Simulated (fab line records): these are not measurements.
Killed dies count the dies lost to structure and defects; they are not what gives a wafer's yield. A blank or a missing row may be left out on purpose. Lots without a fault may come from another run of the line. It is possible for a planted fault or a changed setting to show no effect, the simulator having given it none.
Which of the tools did it? + flow rit cmos + 42 wafers from 14 lots sampled at 2 of the route's 202 steps

## WHAT THE GAUGES SHOWED, per wafer
RIT_PRETRO_TW_MEAS_10.
| lot  | measured    | on            | PRETRO_TW                           |
|------|-------------|---------------|-------------------------------------|
| L776 | day 2 12:32 | film metro-02 | 475.5 473.2 477.2                   |
| L777 | day 2 18:21 | film metro-04 | 475.3 476.3 474.1                   |
| L778 | day 2 22:56 | film metro-03 | 468.7 468.2 467.3                   |
| L779 | day 3 03:55 | film metro-02 | 469.3 473.2 472.7                   |
| L780 | day 3 12:32 | film metro-03 | 471.8 473.5 469.6                   |
| L781 | day 3 14:30 | film metro-03 | 470.7 468.7 468.1                   |
| L782 | day 3 18:29 | film metro-02 | 474.7 473.8 471.0                   |
| L784 | day 4 04:08 | film metro-02 | 470.0 468.4 472.6                   |
| L785 | day 4 09:25 | film metro-04 | 478.8 478.4 477.7                   |
| L786 | day 4 15:41 | film metro-04 | 479.2 476.5 476.1                   |
| L790 | day 5 12:45 | film metro-04 | 433.7 430.5 431.0 430.8 430.3 430.4 |
| L791 | day 5 16:04 | film metro-04 | 428.4 430.6 430.3 427.2 428.9 429.4 |
| L797 | day 6 22:36 | film metro-04 | 473.7 471.6 474.8                   |
| L798 | day 7 05:38 | film metro-02 | 474.6 474.2 474.3                   |

## TOOL THAT RAN EACH LOT (tool first, then ch and the chambers of the sampled wafers, then the start)
| lot  | RIT_PRETRO_IMPLANT_08          |
|------|--------------------------------|
| L776 | implanter-02 ch 0, day 2 12:13 |
| L777 | implanter-03 ch 0, day 2 18:04 |
| L778 | implanter-02 ch 0, day 2 22:37 |
| L779 | implanter-02 ch 0, day 3 03:35 |
| L780 | implanter-02 ch 0, day 3 12:13 |
| L781 | implanter-03 ch 0, day 3 14:11 |
| L782 | implanter-02 ch 0, day 3 18:10 |
| L784 | implanter-01 ch 0, day 4 03:50 |
| L785 | implanter-03 ch 0, day 4 09:05 |
| L786 | implanter-03 ch 0, day 4 15:23 |
| L790 | implanter-01 ch 0, day 5 12:26 |
| L791 | implanter-01 ch 0, day 5 15:46 |
| L797 | implanter-03 ch 0, day 6 22:16 |
| L798 | implanter-03 ch 0, day 7 05:18 |
- RIT_PRETRO_IMPLANT_08

## WHAT THE TOOLS THEMSELVES READ (means of the sampled wafers that have a number; where no wafer has one, the mark that the record gives instead)
RIT_PRETRO_IMPLANT_08.
| lot  | tool         | dose ions cm2 | end station pressure torr (Torr) | faraday current uA |
|------|--------------|---------------|----------------------------------|--------------------|
| L776 | implanter-02 | 1.1997e+13    | 4.86e-06                         | 38.8               |
| L777 | implanter-03 | 1.1988e+13    | 4.98e-06                         | 37.9               |
| L778 | implanter-02 | 1.2018e+13    | 5.06e-06                         | 38.2               |
| L779 | implanter-02 | 1.1990e+13    | 4.95e-06                         | 38.1               |
| L780 | implanter-02 | 1.2000e+13    | 4.98e-06                         | 37.3               |
| L781 | implanter-03 | 1.1991e+13    | 5.03e-06                         | 37.5               |
| L782 | implanter-02 | 1.1992e+13    | 5.27e-06                         | 38.3               |
| L784 | implanter-01 | 1.1982e+13    | 5.12e-06                         | 38.3               |
| L785 | implanter-03 | 1.1988e+13    | 5.10e-06                         | 38.0               |
| L786 | implanter-03 | 1.1998e+13    | 5.12e-06                         | 37.8               |
| L790 | implanter-01 | 8.6817e+12    | 5.11e-06                         | 27.2               |
| L791 | implanter-01 | 8.6973e+12    | 4.89e-06                         | 27.7               |
| L797 | implanter-03 | 1.2010e+13    | 4.98e-06                         | 38.1               |
| L798 | implanter-03 | 1.2008e+13    | 4.77e-06                         | 38.2               |

## THE ANSWER, worked out from the rows above alone
Rule: usual is defined by the lots themselves. Put in order of their means at a reading, lots are off if they are a third of the lots or fewer, leave a main group of 4 or more, and stand apart from it by a gap of 3 or more times the standard deviation of the main group's means; of several such gaps the widest counts. The tables above print the reading to a certain number of digits; a main group whose means all agree to those digits is not used. Also off: a lot with no number at a reading for which 4 or more lots have one. Any other lot the step has rows for is counted as sound. After the gauges, taken in route order, come the tools' own readings; for these a lot's mean is taken, as printed above. The first step at which some lot is off is used, and at that step the reading that is off furthest; a lot without a number counts as furthest.
Off: L790, L791, seen at RIT_PRETRO_TW_MEAS_10 (PRETRO_TW). The main group has a mean of 473.2 with a standard deviation of 3.
A tool fits if, at a process step before that reading, it ran every lot that is off, and no sound lot after the first of them. The gauges at RIT_PRETRO_TW_MEAS_10 aren't tried: what is off there is off at RIT_PRETRO_IMPLANT_08 too, on other tools, and a gauge's error can't cause that. One fits: RIT_PRETRO_IMPLANT_08 on implanter-01. A fault onset in the window from L784 (day 4 03:50, its last sound lot) to L790 (day 5 12:26, its first lot off) fits.
The tool's own readings at RIT_PRETRO_IMPLANT_08 bear it out: on the lots that are off they differ by more than 5 times the standard deviation of the sound lots' means. dose ions cm2 reads 8.6895e+12 there against 1.1997e+13 on the sound lots; faraday current uA reads 27.4 there against 38.0 on the sound lots.

## WHAT THE SIMULATOR PUT IN
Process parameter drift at RIT_PRETRO_IMPLANT_08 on implanter-01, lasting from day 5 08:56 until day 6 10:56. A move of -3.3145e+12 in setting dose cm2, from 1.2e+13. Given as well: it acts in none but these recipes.
Shown lots that were struck: L790, L791. Same finding as the rule above.
